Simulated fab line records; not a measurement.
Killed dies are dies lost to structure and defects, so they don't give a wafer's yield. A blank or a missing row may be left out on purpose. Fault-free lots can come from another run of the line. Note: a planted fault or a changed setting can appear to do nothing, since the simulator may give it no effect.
A single fault, viewed from 2 desks    flow berkeley cmos170    each desk has only its own numbers; what lay behind them comes last

## AT THE TOOL OWNER'S DESK: implanter-04
The tool's own readings at UCB170_PVT_IMPLANT_07, given as means over the sampled wafers that have a number, one for each lot that went through this tool. A lot is out of limits, marked OUT, if its mean lies more than 4 standard deviations from the usual mean; the brackets give that distance.
Columns: A = dose ions cm2 at UCB170_PVT_IMPLANT_07, usual 1.9999e+12; B = faraday current uA at UCB170_PVT_IMPLANT_07, usual 6.36; C = tilt deg at UCB170_PVT_IMPLANT_07, usual 7.005 degrees
lot   first seen here  A                             B               C
L675  day 6 23:41      1.9982e+12                    6.33            6.994
L677  day 7 18:09      1.5587e+12 (-99 or more) OUT  4.96 (-13) OUT  6.997
L682  day 9 01:23      1.5606e+12 (-99 or more) OUT  4.96 (-13) OUT  7.007
Finding of this desk: L677, L682 out of limits; the first was L677 at day 7 18:09, on dose ions cm2 at UCB170_PVT_IMPLANT_07. In limits: L675.

## THE METROLOGY DESK
What the gauges read, lot by lot, whatever tool the lot ran on: means of the sampled wafers that have a number. A lot is out of limits, marked OUT, if its mean lies more than 4 standard deviations from the usual mean; the brackets give that distance.
Columns: A = SACOX_OXIDE_THK at UCB170_SACOX_THK_MEAS_02, usual 14.33 nm; B = PVT_TW at UCB170_PVT_TW_MEAS_09, usual 505; C = GATE_OXIDE_THK at UCB170_GATE_THK_MEAS_02, usual 6.62 nm; D = GATE_POLY_THK at UCB170_GATE_THK_MEAS_05, usual 214.8 nm
lot   first seen here  A      B               C     D
L668  day 5 02:01      14.76  515             6.63  213.1
L670  day 5 14:40      14.32  501             6.56  211.4
L672  day 6 02:46      14.55  506             6.65  215.6
L673  day 6 02:46      14.65  506             6.82  214.4
L671  day 6 02:47      14.18  500             6.75  213.5
L675  day 6 12:01      14.11  510             6.55  212.8
L677  day 7 06:08      14.95  475 (-5.7) OUT  6.74  218.8
L682  day 8 13:59      14.33  467 (-7.2) OUT  6.59  214.7
L686  day 8 18:08      13.98  503             6.61  214.7
L687  day 8 18:10      14.12  505             6.62  217.5
L688  day 9 08:41      13.87  506             6.43  215.5
L690  day 9 12:52      14.05  499             6.52  212.1
L689  day 9 12:53      14.63  514             6.47  211.9
L691  day 9 18:16      14.46  497             6.47  215.8
This desk finds L677, L682 out of limits, with the earliest case on L677 at day 7 18:24 (PVT_TW at UCB170_PVT_TW_MEAS_09). In limits: L668, L670, L672, L673, L671, L675, L686, L687, L688, L690, L689, L691.

## PUT TOGETHER
An alarm could have come from the tool owner's desk at day 7 18:09, on L677, L682.
At day 7 18:24 the metrology desk could have sounded an alarm, on L677, L682.
The lots listed all ran UCB170_PVT_IMPLANT_07 on implanter-04.

## WHAT HAD BEEN PUT IN BY THE SIMULATOR
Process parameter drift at UCB170_PVT_IMPLANT_07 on implanter-04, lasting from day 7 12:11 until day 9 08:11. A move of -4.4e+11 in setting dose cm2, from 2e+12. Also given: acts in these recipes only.
Lots struck among those shown: L677, L682.
Delay (hours) between the fault's onset and each desk's first out-of-limits reading: 6 at the tool owner's desk, 6 at the metrology desk.
